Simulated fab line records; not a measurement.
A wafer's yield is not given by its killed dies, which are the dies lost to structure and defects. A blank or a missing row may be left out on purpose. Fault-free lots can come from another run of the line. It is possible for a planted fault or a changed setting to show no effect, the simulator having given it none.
fab line records / flow ritCmos
[record] lots = 15 wafers = 45 lastDay = 7
route steps=202 shown FOX1@22 M1@202
lots that met no fault: taken from a fault-free run of the same line
startH: the number of hours between the record's first day and the start of the first shown wafer of the lot / waitH: how many hours have passed since the lot's step before this one / " unchanged from the row above / L1.1+2: a single row standing in for several wafers / - no value, or no start given / * or withheld: withheld / < > ~ a bound
route shown NAME@n: NAME is a module with steps in the file, n the number in the route of the first one / usual: average and standard deviation across the fault-free wafers / same: alike in all rows / chamber/n: place in a boat / sites: per-site readings / _std_site: their standard deviation / _edge_site: inner sites' mean taken away from outer sites' mean / radiusMm: how far each site lies from the wafer's centre / mask NAME#n: copy n / behind: the last tool/chamber to shape the wafer / hold: the reason the lot was held/the length of the hold in hours/how it ended / device: the transistor (n, p or np) that didn't switch / end of line: tests run on the same wafers once the route is complete / for a step that has no rows: nothing shown but its recipe / killed: at the first sort, the dies lost to defects and structure; wafer yield is something else / map: dies across one wafer; x = killed, . = not, _ = none there
set.NAME: the setting that was run; set.NAME@STEP: the one run at that earlier step / model.NAME: the simulator's own value behind a step, which no gauge read
a sample of lots followed through the steps of the route, with each step as a table and each wafer as a row
services: from which hour (startH, from the record's first day; less than 0 if before it) a tool's chamber was out of use, for how many hours, and why
[[steps]]
[step RIT_FOX1_WET_ETCH_02]
[recipe] chemistry = BOE targetDepthNm = 350 timeS = 390 tempC = 21.5 dry = n2Spin dilution = 10:1 target = SiO2
[usual] bathHeatDutyPct = 1.7/0.37 runLengthS = 419/3.8
lot.wafer=L801.1 tool=wetBench-04 chamber=0 startH=18.68 waitH=0.1 bathHeatDutyPct=2.0 runLengthS=416
lot.wafer=L801.3 tool=wetBench-04 chamber=0 startH=18.68 waitH=0.1 bathHeatDutyPct=2.2 runLengthS=416
lot.wafer=L801.6 tool=wetBench-04 chamber=0 startH=18.68 waitH=0.1 bathHeatDutyPct=2.1 runLengthS=416
lot.wafer=L802.1 tool=wetBench-04 chamber=0 startH=22.06 waitH=0.1 bathHeatDutyPct=1.7 runLengthS=417
lot.wafer=L802.3 tool=wetBench-04 chamber=0 startH=22.06 waitH=0.1 bathHeatDutyPct=2.0 runLengthS=417
lot.wafer=L802.6 tool=wetBench-04 chamber=0 startH=22.06 waitH=0.1 bathHeatDutyPct=2.4 runLengthS=417
lot.wafer=L803.1 tool=wetBench-04 chamber=2 startH=27.88 waitH=0.1 bathHeatDutyPct=1.5 runLengthS=417
lot.wafer=L803.5 tool=wetBench-04 chamber=2 startH=27.88 waitH=0.1 bathHeatDutyPct=1.0 runLengthS=417
lot.wafer=L803.6 tool=wetBench-04 chamber=2 startH=27.88 waitH=0.1 bathHeatDutyPct=2.1 runLengthS=417
lot.wafer=L808.1 tool=wetBench-03 chamber=3 startH=52.86 waitH=0.1 bathHeatDutyPct=2.1 runLengthS=422
lot.wafer=L808.4 tool=wetBench-03 chamber=3 startH=52.86 waitH=0.1 bathHeatDutyPct=2.0 runLengthS=422
lot.wafer=L808.5 tool=wetBench-03 chamber=3 startH=52.86 waitH=0.1 bathHeatDutyPct=2.0 runLengthS=422
lot.wafer=L810.1 tool=wetBench-03 chamber=3 startH=65.19 waitH=0.1 bathHeatDutyPct=1.9 runLengthS=414
lot.wafer=L810.2 tool=wetBench-03 chamber=3 startH=65.19 waitH=0.1 bathHeatDutyPct=1.8 runLengthS=414
lot.wafer=L810.4 tool=wetBench-03 chamber=3 startH=65.19 waitH=0.1 bathHeatDutyPct=2.1 runLengthS=414
lot.wafer=L813.1 tool=wetBench-02 chamber=1 startH=78.80 waitH=0.1 bathHeatDutyPct=2.4 runLengthS=424
lot.wafer=L813.4 tool=wetBench-02 chamber=1 startH=78.80 waitH=0.1 bathHeatDutyPct=1.9 runLengthS=424
lot.wafer=L813.6 tool=wetBench-02 chamber=1 startH=78.80 waitH=0.1 bathHeatDutyPct=1.7 runLengthS=424
lot.wafer=L814.4 tool=wetBench-02 chamber=0 startH=83.54 waitH=0.0 bathHeatDutyPct=1.4 runLengthS=421
lot.wafer=L814.5 tool=wetBench-02 chamber=0 startH=83.54 waitH=0.0 bathHeatDutyPct=1.4 runLengthS=421
lot.wafer=L814.6 tool=wetBench-02 chamber=0 startH=83.54 waitH=0.0 bathHeatDutyPct=1.4 runLengthS=421
lot.wafer=L815.4 tool=wetBench-03 chamber=1 startH=87.74 waitH=0.0 bathHeatDutyPct=- runLengthS=-
lot.wafer=L815.5 tool=wetBench-03 chamber=1 startH=87.74 waitH=0.0 bathHeatDutyPct=- runLengthS=-
lot.wafer=L815.6 tool=wetBench-03 chamber=1 startH=87.74 waitH=0.0 bathHeatDutyPct=- runLengthS=-
lot.wafer=L816.3 tool=wetBench-03 chamber=2 startH=92.69 waitH=0.0 bathHeatDutyPct=- runLengthS=-
lot.wafer=L816.4 tool=wetBench-03 chamber=2 startH=92.69 waitH=0.0 bathHeatDutyPct=- runLengthS=-
lot.wafer=L816.5 tool=wetBench-03 chamber=2 startH=92.69 waitH=0.0 bathHeatDutyPct=- runLengthS=-
lot.wafer=L817.1 tool=wetBench-02 chamber=1 startH=98.04 waitH=0.1 bathHeatDutyPct=- runLengthS=-
lot.wafer=L817.4 tool=wetBench-02 chamber=1 startH=98.04 waitH=0.1 bathHeatDutyPct=- runLengthS=-
lot.wafer=L817.6 tool=wetBench-02 chamber=1 startH=98.04 waitH=0.1 bathHeatDutyPct=- runLengthS=-
lot.wafer=L818.1 tool=wetBench-04 chamber=2 startH=102.81 waitH=0.1 bathHeatDutyPct=1.7 runLengthS=425
lot.wafer=L818.2 tool=wetBench-04 chamber=2 startH=102.81 waitH=0.1 bathHeatDutyPct=2.1 runLengthS=425
lot.wafer=L818.5 tool=wetBench-04 chamber=2 startH=102.81 waitH=0.1 bathHeatDutyPct=1.7 runLengthS=425
lot.wafer=L821.1 tool=wetBench-02 chamber=1 startH=118.86 waitH=0.1 bathHeatDutyPct=1.3 runLengthS=415
lot.wafer=L821.3 tool=wetBench-02 chamber=1 startH=118.86 waitH=0.1 bathHeatDutyPct=2.1 runLengthS=415
lot.wafer=L821.6 tool=wetBench-02 chamber=1 startH=118.86 waitH=0.1 bathHeatDutyPct=2.1 runLengthS=415
lot.wafer=L822.1 tool=wetBench-04 chamber=0 startH=123.85 waitH=0.1 bathHeatDutyPct=2.0 runLengthS=423
lot.wafer=L822.4 tool=wetBench-04 chamber=0 startH=123.85 waitH=0.1 bathHeatDutyPct=1.7 runLengthS=423
lot.wafer=L822.6 tool=wetBench-04 chamber=0 startH=123.85 waitH=0.1 bathHeatDutyPct=2.1 runLengthS=423
lot.wafer=L823.4 tool=wetBench-04 chamber=0 startH=128.97 waitH=0.0 bathHeatDutyPct=1.9 runLengthS=424
lot.wafer=L823.5 tool=wetBench-04 chamber=0 startH=128.97 waitH=0.0 bathHeatDutyPct=1.9 runLengthS=424
lot.wafer=L823.6 tool=wetBench-04 chamber=0 startH=128.97 waitH=0.0 bathHeatDutyPct=2.7 runLengthS=424
lot.wafer=L824.2 tool=wetBench-04 chamber=3 startH=133.57 waitH=0.0 bathHeatDutyPct=1.5 runLengthS=423
lot.wafer=L824.3 tool=wetBench-04 chamber=3 startH=133.57 waitH=0.0 bathHeatDutyPct=1.4 runLengthS=423
lot.wafer=L824.6 tool=wetBench-04 chamber=3 startH=133.57 waitH=0.0 bathHeatDutyPct=1.0 runLengthS=423
[step RIT_M1_PROBE_99]
[usual] killedAtContacts = 0.1/0.32 killedAtFrontEnd = 7/3 killedDies = 7/3.1 killedOpen = 3.3/1.8 killedShort = 3.6/2
[same] grossDies = 264 killed_at_M0_to_M3 = 0 killed_at_M4_up = 0 killedAtBackSide = 0 killedAtOther = 0
lot.wafer=L801.1 tool=prober-01 chamber=- startH=61.54 waitH=0.1 killedAtContacts=0 killedAtFrontEnd=4 killedDies=4 killedOpen=3 killedShort=1
lot.wafer=L801.3 tool=prober-01 chamber=- startH=61.64 waitH=0.2 killedAtContacts=1 killedAtFrontEnd=9 killedDies=10 killedOpen=6 killedShort=4
lot.wafer=L801.6 tool=prober-01 chamber=- startH=61.79 waitH=0.2 killedAtContacts=0 killedAtFrontEnd=12 killedDies=12 killedOpen=4 killedShort=8
lot.wafer=L802.1 tool=prober-02 chamber=- startH=63.92 waitH=0.1 killedAtContacts=0 killedAtFrontEnd=4 killedDies=4 killedOpen=3 killedShort=1
lot.wafer=L802.3 tool=prober-02 chamber=- startH=64.02 waitH=0.2 killedAtContacts=0 killedAtFrontEnd=10 killedDies=10 killedOpen=3 killedShort=7
lot.wafer=L802.6 tool=prober-02 chamber=- startH=64.17 waitH=0.2 killedAtContacts=0 killedAtFrontEnd=10 killedDies=10 killedOpen=5 killedShort=5
lot.wafer=L803.1 tool=prober-01 chamber=- startH=73.47 waitH=0.1 killedAtContacts=0 killedAtFrontEnd=7 killedDies=7 killedOpen=4 killedShort=3
lot.wafer=L803.5 tool=prober-01 chamber=- startH=73.67 waitH=0.2 killedAtContacts=0 killedAtFrontEnd=12 killedDies=12 killedOpen=6 killedShort=6
lot.wafer=L803.6 tool=prober-01 chamber=- startH=73.72 waitH=0.2 killedAtContacts=0 killedAtFrontEnd=9 killedDies=9 killedOpen=5 killedShort=4
lot.wafer=L808.1 tool=prober-02 chamber=- startH=92.56 waitH=0.1 killedAtContacts=0 killedAtFrontEnd=9 killedDies=9 killedOpen=3 killedShort=6
lot.wafer=L808.4 tool=prober-02 chamber=- startH=92.71 waitH=0.2 killedAtContacts=0 killedAtFrontEnd=8 killedDies=8 killedOpen=5 killedShort=3
lot.wafer=L808.5 tool=prober-02 chamber=- startH=92.76 waitH=0.2 killedAtContacts=0 killedAtFrontEnd=7 killedDies=7 killedOpen=4 killedShort=3
lot.wafer=L810.1 tool=prober-02 chamber=- startH=109.38 waitH=0.1 killedAtContacts=1 killedAtFrontEnd=9 killedDies=10 killedOpen=4 killedShort=6
lot.wafer=L810.2 tool=prober-02 chamber=- startH=109.43 waitH=0.1 killedAtContacts=0 killedAtFrontEnd=11 killedDies=11 killedOpen=7 killedShort=4
lot.wafer=L810.4 tool=prober-02 chamber=- startH=109.53 waitH=0.2 killedAtContacts=0 killedAtFrontEnd=8 killedDies=8 killedOpen=5 killedShort=3
lot.wafer=L813.1 tool=prober-01 chamber=- startH=121.81 waitH=0.1 killedAtContacts=0 killedAtFrontEnd=4 killedDies=4 killedOpen=2 killedShort=2
lot.wafer=L813.4 tool=prober-01 chamber=- startH=121.96 waitH=0.2 killedAtContacts=0 killedAtFrontEnd=14 killedDies=14 killedOpen=9 killedShort=5
lot.wafer=L813.6 tool=prober-01 chamber=- startH=122.06 waitH=0.2 killedAtContacts=0 killedAtFrontEnd=9 killedDies=9 killedOpen=5 killedShort=4
lot.wafer=L814.4 tool=prober-02 chamber=- startH=125.72 waitH=0.2 killedAtContacts=0 killedAtFrontEnd=6 killedDies=6 killedOpen=3 killedShort=3
lot.wafer=L814.5 tool=prober-02 chamber=- startH=125.77 waitH=0.2 killedAtContacts=2 killedAtFrontEnd=10 killedDies=12 killedOpen=7 killedShort=5
lot.wafer=L814.6 tool=prober-02 chamber=- startH=125.82 waitH=0.2 killedAtContacts=0 killedAtFrontEnd=12 killedDies=12 killedOpen=3 killedShort=9
lot.wafer=L815.4 tool=prober-01 chamber=- startH=132.22 waitH=0.2 killedAtContacts=0 killedAtFrontEnd=5 killedDies=5 killedOpen=2 killedShort=3
lot.wafer=L815.5 tool=prober-01 chamber=- startH=132.27 waitH=0.2 killedAtContacts=0 killedAtFrontEnd=3 killedDies=3 killedOpen=1 killedShort=2
lot.wafer=L815.6 tool=prober-01 chamber=- startH=132.32 waitH=0.2 killedAtContacts=0 killedAtFrontEnd=6 killedDies=6 killedOpen=1 killedShort=5
lot.wafer=L816.3 tool=prober-02 chamber=- startH=135.41 waitH=0.2 killedAtContacts=0 killedAtFrontEnd=11 killedDies=11 killedOpen=8 killedShort=3
lot.wafer=L816.4 tool=prober-02 chamber=- startH=135.46 waitH=0.2 killedAtContacts=0 killedAtFrontEnd=6 killedDies=6 killedOpen=4 killedShort=2
lot.wafer=L816.5 tool=prober-02 chamber=- startH=135.51 waitH=0.2 killedAtContacts=0 killedAtFrontEnd=3 killedDies=3 killedOpen=2 killedShort=1
lot.wafer=L817.1 tool=prober-01 chamber=- startH=140.73 waitH=0.1 killedAtContacts=0 killedAtFrontEnd=6 killedDies=6 killedOpen=2 killedShort=4
lot.wafer=L817.4 tool=prober-01 chamber=- startH=140.88 waitH=0.2 killedAtContacts=0 killedAtFrontEnd=4 killedDies=4 killedOpen=2 killedShort=2
lot.wafer=L817.6 tool=prober-01 chamber=- startH=140.98 waitH=0.2 killedAtContacts=0 killedAtFrontEnd=6 killedDies=6 killedOpen=5 killedShort=1
lot.wafer=L818.1 tool=prober-02 chamber=- startH=144.08 waitH=0.1 killedAtContacts=0 killedAtFrontEnd=12 killedDies=12 killedOpen=6 killedShort=6
lot.wafer=L818.2 tool=prober-02 chamber=- startH=144.13 waitH=0.1 killedAtContacts=0 killedAtFrontEnd=10 killedDies=10 killedOpen=6 killedShort=4
lot.wafer=L818.5 tool=prober-02 chamber=- startH=144.28 waitH=0.2 killedAtContacts=0 killedAtFrontEnd=11 killedDies=11 killedOpen=5 killedShort=6
lot.wafer=L821.1 tool=prober-01 chamber=- startH=162.37 waitH=0.1 killedAtContacts=0 killedAtFrontEnd=6 killedDies=6 killedOpen=4 killedShort=2
lot.wafer=L821.3 tool=prober-01 chamber=- startH=162.47 waitH=0.2 killedAtContacts=0 killedAtFrontEnd=4 killedDies=4 killedOpen=3 killedShort=1
lot.wafer=L821.6 tool=prober-01 chamber=- startH=162.62 waitH=0.2 killedAtContacts=0 killedAtFrontEnd=2 killedDies=2 killedOpen=1 killedShort=1
lot.wafer=L822.1 tool=prober-02 chamber=- startH=163.87 waitH=0.1 killedAtContacts=2 killedAtFrontEnd=5 killedDies=7 killedOpen=3 killedShort=3
lot.wafer=L822.4 tool=prober-02 chamber=- startH=164.02 waitH=0.2 killedAtContacts=0 killedAtFrontEnd=8 killedDies=8 killedOpen=3 killedShort=5
lot.wafer=L822.6 tool=prober-02 chamber=- startH=164.12 waitH=0.2 killedAtContacts=0 killedAtFrontEnd=8 killedDies=8 killedOpen=3 killedShort=5
lot.wafer=L823.4 tool=prober-01 chamber=- startH=174.29 waitH=0.2 killedAtContacts=0 killedAtFrontEnd=7 killedDies=7 killedOpen=2 killedShort=4
lot.wafer=L823.5 tool=prober-01 chamber=- startH=174.34 waitH=0.2 killedAtContacts=0 killedAtFrontEnd=9 killedDies=9 killedOpen=5 killedShort=4
lot.wafer=L823.6 tool=prober-01 chamber=- startH=174.39 waitH=0.2 killedAtContacts=0 killedAtFrontEnd=6 killedDies=6 killedOpen=4 killedShort=2
lot.wafer=L824.2 tool=prober-02 chamber=- startH=178.62 waitH=0.1 killedAtContacts=0 killedAtFrontEnd=7 killedDies=7 killedOpen=2 killedShort=5
lot.wafer=L824.3 tool=prober-02 chamber=- startH=178.67 waitH=0.2 killedAtContacts=0 killedAtFrontEnd=10 killedDies=10 killedOpen=5 killedShort=5
lot.wafer=L824.6 tool=prober-02 chamber=- startH=178.82 waitH=0.2 killedAtContacts=0 killedAtFrontEnd=12 killedDies=12 killedOpen=5 killedShort=7
// killed by level:class
L801.1 SPACER:geometricParticle:open=2 GATE:geometricParticle:open=1 SPACER:geometricParticle:short=1
L801.3 FOX1:geometricParticle:open=2 SILICIDE:geometricParticle:open=2 GATE:geometricParticle:short=2 FOX1:geometricParticle:short=1 REOX:geometricParticle:short=1 SPACER:geometricParticle:open=1 CONTACT:geometricParticle:open=1
L801.6 GATE:geometricParticle:short=5 FOX1:geometricParticle:short=2 FOX2:geometricParticle:short=1 FOX2:geometricParticle:open=1 GATE:geometricParticle:open=1 REOX:geometricParticle:open=1 SPACER:geometricParticle:open=1
L802.1 SPACER:geometricParticle:open=2 FOX1:geometricParticle:open=1 SPACER:geometricParticle:short=1
L802.3 GATE:geometricParticle:short=3 SPACER:geometricParticle:short=2 FOX1:geometricParticle:open=1 FOX1:geometricParticle:short=1 GATE:geometricParticle:open=1 REOX:geometricParticle:short=1 SILICIDE:geometricParticle:open=1
L802.6 GATE:geometricParticle:short=3 FOX1:geometricParticle:open=2 GATE:geometricParticle:open=1 REOX:geometricParticle:short=1 SPACER:geometricParticle:open=1 SILICIDE:geometricParticle:open=1 SILICIDE:geometricParticle:short=1
L803.1 FOX1:geometricParticle:open=1 FOX2:geometricParticle:open=1 GATE:geometricParticle:short=1 REOX:geometricParticle:short=1 REOX:geometricParticle:open=1 SPACER:geometricParticle:open=1 SILICIDE:geometricParticle:short=1
L803.5 SPACER:geometricParticle:open=3 GATE:geometricParticle:open=2 SPACER:geometricParticle:short=2 FOX1:geometricParticle:short=1 GATE:geometricParticle:short=1 REOX:geometricParticle:short=1 SILICIDE:geometricParticle:open=1 SILICIDE:geometricParticle:short=1
L803.6 GATE:geometricParticle:open=4 REOX:geometricParticle:short=3 SPACER:geometricParticle:open=1 SPACER:geometricParticle:short=1
L808.1 GATE:geometricParticle:open=2 REOX:geometricParticle:short=2 SPACER:geometricParticle:short=2 FOX1:geometricParticle:short=1 GATE:geometricParticle:short=1 REOX:geometricParticle:open=1
L808.4 SPACER:geometricParticle:open=2 FOX2:geometricParticle:short=1 FOX2:geometricParticle:open=1 GATE:geometricParticle:open=1 GATE:geometricParticle:short=1 REOX:geometricParticle:open=1 SILICIDE:geometricParticle:short=1
L808.5 GATE:geometricParticle:short=2 FOX1:geometricParticle:open=1 FOX1:geometricParticle:short=1 FOX2:geometricParticle:open=1 GATE:geometricParticle:open=1 REOX:geometricParticle:open=1
L810.1 SPACER:geometricParticle:short=3 FOX2:geometricParticle:open=2 FOX2:geometricParticle:short=1 GATE:geometricParticle:open=1 GATE:geometricParticle:short=1 REOX:geometricParticle:open=1 CONTACT:geometricParticle:short=1
L810.2 SPACER:geometricParticle:open=4 GATE:geometricParticle:short=2 FOX2:geometricParticle:open=1 FOX2:geometricParticle:short=1 GATE:geometricParticle:open=1 SPACER:geometricParticle:short=1 SILICIDE:geometricParticle:open=1
L810.4 SPACER:geometricParticle:open=3 GATE:geometricParticle:open=2 GATE:geometricParticle:short=2 SPACER:geometricParticle:short=1
L813.1 FOX1:geometricParticle:short=1 FOX1:geometricParticle:open=1 GATE:geometricParticle:short=1 GATE:geometricParticle:open=1
L813.4 SILICIDE:geometricParticle:open=5 GATE:geometricParticle:open=2 SILICIDE:geometricParticle:short=2 FOX1:geometricParticle:short=1 REOX:geometricParticle:open=1 REOX:geometricParticle:short=1 SPACER:geometricParticle:open=1 SPACER:geometricParticle:short=1
L813.6 FOX2:geometricParticle:open=2 GATE:geometricParticle:open=2 FOX1:geometricParticle:short=1 GATE:geometricParticle:short=1 REOX:geometricParticle:open=1 REOX:geometricParticle:short=1 SPACER:geometricParticle:short=1
L814.4 FOX1:geometricParticle:open=3 FOX1:geometricParticle:short=2 SILICIDE:geometricParticle:short=1
L814.5 GATE:geometricParticle:open=2 SILICIDE:geometricParticle:open=2 CONTACT:geometricParticle:short=2 FOX1:geometricParticle:open=1 FOX1:geometricParticle:short=1 FOX2:geometricParticle:open=1 SPACER:geometricParticle:open=1 SPACER:geometricParticle:short=1
L814.6 SILICIDE:geometricParticle:short=4 GATE:geometricParticle:open=2 FOX1:geometricParticle:open=1 FOX1:geometricParticle:short=1 FOX2:geometricParticle:short=1 GATE:geometricParticle:short=1 REOX:geometricParticle:short=1 SPACER:geometricParticle:short=1
L815.4 GATE:geometricParticle:short=3 GATE:geometricParticle:open=2
L815.5 FOX1:geometricParticle:short=1 GATE:geometricParticle:open=1 GATE:geometricParticle:short=1
L815.6 FOX1:geometricParticle:short=2 FOX2:geometricParticle:open=1 FOX2:geometricParticle:short=1 GATE:geometricParticle:short=1 REOX:geometricParticle:short=1
L816.3 SILICIDE:geometricParticle:open=5 SILICIDE:geometricParticle:short=2 FOX1:geometricParticle:open=1 FOX2:geometricParticle:open=1 GATE:geometricParticle:open=1 SPACER:geometricParticle:short=1
L816.4 REOX:geometricParticle:open=2 FOX1:geometricParticle:open=1 FOX1:geometricParticle:short=1 GATE:geometricParticle:short=1 SPACER:geometricParticle:open=1
L816.5 FOX1:geometricParticle:open=1 GATE:geometricParticle:short=1 SPACER:geometricParticle:open=1
L817.1 FOX1:geometricParticle:open=1 GATE:geometricParticle:short=1 SPACER:geometricParticle:open=1 REOX:geometricParticle:short=1 SPACER:geometricParticle:short=1 SILICIDE:geometricParticle:short=1
L817.4 FOX1:geometricParticle:open=1 FOX2:geometricParticle:short=1 GATE:geometricParticle:open=1 GATE:geometricParticle:short=1
L817.6 SPACER:geometricParticle:open=3 GATE:geometricParticle:open=1 REOX:geometricParticle:short=1 SILICIDE:geometricParticle:open=1
L818.1 SILICIDE:geometricParticle:open=3 FOX1:geometricParticle:short=2 FOX2:geometricParticle:short=2 SILICIDE:geometricParticle:short=2 SPACER:geometricParticle:open=1 FOX1:geometricParticle:open=1 FOX2:geometricParticle:open=1
L818.2 SPACER:geometricParticle:open=3 GATE:geometricParticle:short=2 SILICIDE:geometricParticle:short=2 FOX2:geometricParticle:open=1 GATE:geometricParticle:open=1 REOX:geometricParticle:open=1
L818.5 FOX1:geometricParticle:short=2 GATE:geometricParticle:open=2 SPACER:geometricParticle:open=2 FOX2:geometricParticle:open=1 GATE:geometricParticle:short=1 REOX:geometricParticle:short=1 SPACER:geometricParticle:short=1 SILICIDE:geometricParticle:short=1
L821.1 GATE:geometricParticle:open=3 FOX1:geometricParticle:open=1 FOX1:geometricParticle:short=1 REOX:geometricParticle:short=1
L821.3 GATE:geometricParticle:open=2 REOX:geometricParticle:open=1 REOX:geometricParticle:short=1
L821.6 GATE:geometricParticle:open=1 SPACER:geometricParticle:short=1
L822.1 GATE:geometricParticle:open=2 FOX1:geometricParticle:short=1 SPACER:geometricParticle:open=1 SILICIDE:geometricParticle:short=1 CONTACT:geometricParticle:short=1 CONTACT:coatMicrobubblePrinted=1
L822.4 GATE:geometricParticle:short=3 FOX1:geometricParticle:short=2 FOX1:geometricParticle:open=1 GATE:geometricParticle:open=1 REOX:geometricParticle:open=1
L822.6 GATE:geometricParticle:short=3 FOX1:geometricParticle:short=1 GATE:geometricParticle:open=1 REOX:geometricParticle:open=1 SPACER:geometricParticle:short=1 SILICIDE:geometricParticle:open=1
L823.4 SPACER:geometricParticle:short=3 ACTIVE:geometricParticle:open=1 FOX1:geometricParticle:short=1 GATE:geometricParticle:open=1 PRETRO:coatMicrobubblePrinted=1
L823.5 REOX:geometricParticle:open=3 FOX1:geometricParticle:short=1 FOX1:geometricParticle:open=1 FOX2:geometricParticle:short=1 GATE:geometricParticle:short=1 GATE:geometricParticle:open=1 REOX:geometricParticle:short=1
L823.6 SPACER:geometricParticle:open=2 FOX1:geometricParticle:open=1 FOX1:geometricParticle:short=1 GATE:geometricParticle:short=1 SILICIDE:geometricParticle:open=1
L824.2 GATE:geometricParticle:short=4 SPACER:geometricParticle:open=1 SILICIDE:geometricParticle:short=1 SILICIDE:geometricParticle:open=1
L824.3 GATE:geometricParticle:open=4 FOX1:geometricParticle:short=2 GATE:geometricParticle:short=2 REOX:geometricParticle:short=1 REOX:geometricParticle:open=1
L824.6 FOX1:geometricParticle:short=4 GATE:geometricParticle:open=2 FOX1:geometricParticle:open=1 FOX2:geometricParticle:short=1 GATE:geometricParticle:short=1 REOX:geometricParticle:open=1 SPACER:geometricParticle:short=1 SILICIDE:geometricParticle:open=1
[[services]]
tool=wetBench-04 chamber=- startH=112.44 hours=2.1 kind=repair
[[key]]
[firstSign] step = RIT_FOX1_WET_ETCH_02 reading = toolRecord direction = missing
effect none on later readings
metAt RIT_FOX1_WET_ETCH_02
struckLots L815,L816,L817
testerLeftOut L815,L816,L817
onsetBetween 83.54 87.74
[fault] kind = skippedStepWhole tool = wetBench-02,wetBench-03 chamber = - onsetH = 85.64 steps = RIT_FOX1_WET_ETCH_02 scope = struckLotsOnly
// testerLeftOut: of these lots the tester's yield and bins aren't shown, on N5 and GAA mostly nor the transistor test; their killed dies are dies lost to structure and defects alone, not to doping, threshold or leakage, so they don't give the yield
